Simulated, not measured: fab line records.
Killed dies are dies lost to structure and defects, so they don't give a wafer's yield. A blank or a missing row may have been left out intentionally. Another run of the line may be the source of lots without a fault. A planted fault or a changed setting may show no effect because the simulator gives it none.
A lot that was struck, set against a sound lot	flow berkeleyCmos170	17 out of 331 route steps
Sound: wafers L434.2, L434.3, L434.4. The struck wafers were L451.2, L451.3, L451.6. The cause is given at the end.
At each step with rows: each side's tool, then ch and its chambers, then its first start. Under that, the readings that differ: sound wafers	struck wafers	difference of the means	sigmas: that difference in standard deviations of wafers without a fault.
alike: same words and numbers on both sides, and readings whose means sit less than 2 such deviations apart. not compared: any withheld reading, any reading some wafer has no value for, any bound like >300 that may hide the same value, and any number with overlapping values for which the record gives no deviation.
The two part at a step that has a row with sigmas, a row that says differs or no value, or rows on one side only. Non-overlapping numbers with no deviation appear without sigmas and do not part them. A reading missing from all wafers of one side parts the sides only when that side holds two or more wafers.

first, 2 steps without rows for these wafers: UCB170_GATE_PEB_10; UCB170_GATE_DEVELOP_11 (develop time 45 s).
UCB170_GATE_CD_MEAS_12 targets a cd of 350 nm.
  struck on cdSem-01, day 11 15:22; sound on cdSem-02, day 8 02:04
  alike: cdNm
UCB170_GATE_OVL_MEAS_13:
  struck on overlay-01, day 11 15:29; sound on overlay-01, day 8 02:10
  alike: GATE_OVL
UCB170_GATE_ETCH_14: etches BARC in N2/H2.
  sound on rieDiel-01 ch 1,2,3, day 8 02:12; struck on rieDiel-02 ch 1,3, day 11 15:31
  alike: drypumpMotorCurrentA, oesProductAu, throttleValvePct
UCB170_GATE_ETCH_15: etches poly-Si in HBr/Cl2, stops on SiO2, time 56.3 s, target depth 278.2 nm.
  sound on rieSi-01 ch 0,2,3, day 8 02:15; struck on rieSi-02 ch 0,3, day 11 15:33
  alike: HBr_flow_sccm, drypumpMotorCurrentA, mfcCl2Sccm, oesProductAu, throttleValvePct
  not compared: rfHoursCounterH
UCB170_GATE_STRIP_16: strips in O2.
  sound on plasmaAsher-01 ch 0,1, day 8 02:17; struck on plasmaAsher-04 ch 0, day 11 15:36
reading	sound	struck	difference	sigmas
drypumpMotorCurrentA (A)	6.2 6.2 6.2	5.2 5.2 5.2	-1.0	-2
  alike: o2FlowSccm, oesProductAu
  not compared: rfHoursCounterH
UCB170_GATE_CD_MEAS_90 targets a cd of 350 nm.
  struck on cdSem-02, day 11 15:43; sound on cdSem-02, day 8 02:25
  alike: cdNm
then, 4 steps without rows for these wafers: UCB170_GATE_CLEAN_17 (cleans in SPM, time 600 s); UCB170_PLDD_HMDS_00 (prime time 60 s); UCB170_PLDD_COAT_01 (resist thk 900 nm); UCB170_PLDD_SOFTBAKE_02 (time 60 s).
UCB170_PLDD_EXPOSE_03: exposes mask PSELECT, target cd 1200 nm.
  sound on krfScanner-01 ch 0, day 8 03:16; struck on krfScanner-01 ch 0, day 11 16:36
reading	sound	struck	difference	sigmas
exposureDoseMJCm2	29.93 29.97 29.99	29.73 29.70 29.65	-0.27	-9
  alike: mask
then, 2 steps without rows for these wafers: UCB170_PLDD_PEB_04; UCB170_PLDD_DEVELOP_05 (develop time 45 s).
UCB170_PLDD_CD_MEAS_06 targets a cd of 1200 nm.
  struck on cdSem-02, day 11 17:00; sound on cdSem-01, day 8 03:57
reading	sound	struck	difference	sigmas
cdNm (nm)	1197.8 1196.7 1197.9	1206.5 1202.2 1206.3	+7.5	+6
UCB170_PLDD_OVL_MEAS_07:
  struck on overlay-02, day 11 17:06; sound on overlay-01, day 8 04:04
  alike: PLDD_OVL

## WHERE THEY PART
Earliest at UCB170_GATE_STRIP_16; latest, in this record, at UCB170_PLDD_CD_MEAS_06. Later steps at which nothing parts them and some readings are alike: UCB170_PLDD_OVL_MEAS_07.

WHY: the cause the simulator had injected
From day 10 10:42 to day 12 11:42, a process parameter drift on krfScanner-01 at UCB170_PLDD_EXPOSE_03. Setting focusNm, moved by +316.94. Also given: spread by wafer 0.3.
